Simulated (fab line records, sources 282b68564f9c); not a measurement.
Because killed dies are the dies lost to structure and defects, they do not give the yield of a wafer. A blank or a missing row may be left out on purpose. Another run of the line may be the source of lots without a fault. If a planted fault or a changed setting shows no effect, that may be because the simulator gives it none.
Comparing a struck lot with a sound one    flow rit cmos    19 out of 202 route steps
Sound: wafers L288.1, L288.4, L288.6. Wafers L283.1, L283.4, L283.6 were the ones struck. The cause is named last.
At each step with rows: each side's tool, then ch and its chambers, then its first start. Under that, the readings that differ: sound wafers    struck wafers    difference of the means    sigmas: that difference in standard deviations of wafers without a fault.
alike: same words and numbers on both sides, and readings whose means sit less than 2 such deviations apart. not compared: any withheld reading, any reading some wafer has no value for, any bound like >300 that may hide the same value, and any number with overlapping values for which the record gives no deviation.
Wherever a step has rows on one side only, a row that says differs or no value, or a row with sigmas, the two part there. Numbers that don't overlap but have no deviation are shown without sigmas and don't part them. A reading that every wafer of one side lacks parts them only if that side has two wafers or more.

RIT_CONTACT_STRIP_12: strips in O2, time 180 s.
  sound on plasma asher-01 ch 0, day 6 19:26; struck on plasma asher-01 ch 0,1, day 5 10:52
  alike: drypump motor current A, rf refl power W
  not compared: rf hours counter h
RIT_CONTACT_CD_MEAS_90: the cd target is 1000 nm.
  sound on cd sem-02 at day 6 19:37; struck on cd sem-01 at day 5 11:03
  alike: cd nm
then, 2 steps without rows for these wafers: RIT_CONTACT_CLEAN_13 (cleans in SC1, time 600 s); RIT_CONTACT_CLEAN_14 (cleans in SC2, time 600 s).
RIT_M1_SPUTTER_00: material Al, target thk 400 nm, time 500 s.
  sound on pvd sputter-03 at day 6 20:05; struck on pvd sputter-04 at day 5 11:31
  alike: throttle valve pct
RIT_M1_RS_MEAS_01: measurement is done with a four-point probe.
  sound on film metro-01 at day 6 20:23; struck on film metro-01 at day 5 11:49
  alike: M1_AL_RS
RIT_M1_THK_MEAS_02: measures by xrf.
  sound on film metro-01 at day 6 20:30; struck on film metro-01 at day 5 11:56
  alike: M1_AL_THK
then, 5 steps without rows for these wafers: RIT_M1_HMDS_03 (prime time 60 s); RIT_M1_COAT_04 (resist thk 1322 nm); RIT_M1_SOFTBAKE_05 (time 60 s); RIT_M1_EXPOSE_06 (exposes mask M12, target cd 2600 nm); RIT_M1_PEB_07.
RIT_M1_DEVELOP_08: develop time 68 s.
  sound on litho track-04 ch 0, day 6 21:00; struck on litho track-02 ch 0, day 5 12:00
  alike: chill plate temp C, resist line temp C
RIT_M1_CD_MEAS_09: the cd target is 2600 nm.
  sound on cd sem-01 at day 6 21:38; struck on cd sem-02 at day 5 13:00
reading     sound                 struck                difference  sigmas
cd nm (nm)  2595.8 2594.0 2595.6  2611.7 2611.8 2611.2  +16.4       +6
RIT_M1_OVL_MEAS_10:
  sound on overlay-01 at day 6 21:46; struck on overlay-02 at day 5 13:07
  alike: M1_OVL
then, 1 step without rows for these wafers: RIT_M1_HARDBAKE_11 (time 120 s).
RIT_M1_METAL_ETCH_12: etches Al in Cl2/BCl3, stops on SiO2, time 165 s, target depth 600 nm.
  sound on rie metal-04 ch 1, day 6 22:10; struck on rie metal-01 ch 0,1, day 5 13:25
reading                sound              struck             difference  sigmas
oes product au (a.u.)  0.749 0.736 0.734  0.774 0.784 0.774  +0.038      +2
model.M1.cd nm (nm)    2595 2594 2594     2612 2610 2613     +17         
  alike: drypump motor current A, throttle valve pct
  not compared: rf hours counter h
then, 1 step without rows for these wafers: RIT_M1_STRIP_13 (strips in nmp, time 600 s).
RIT_M1_PROBE_99:
  sound on prober-02 at day 7 01:07; struck on prober-01 at day 5 16:06
reading                       sound           struck          difference  sigmas
killed short                  0 1 1           5 7 4           +5          +2
model.etest.m1.width nm (nm)  2593 2591 2595  2610 2617 2612  +20         
  alike: defect limited yield, killed_at_M0_to_M3, killed at contacts, killed at front end, killed dies, killed open, sort_bin_3_pad_short, sort_bin_5_function, sort_bin_6_memory, sort n pass, sort yield pct

## WHERE THEY PART
Earliest at RIT_M1_CD_MEAS_09; latest, in this record, at RIT_M1_PROBE_99.

WHY: what the simulator had put in
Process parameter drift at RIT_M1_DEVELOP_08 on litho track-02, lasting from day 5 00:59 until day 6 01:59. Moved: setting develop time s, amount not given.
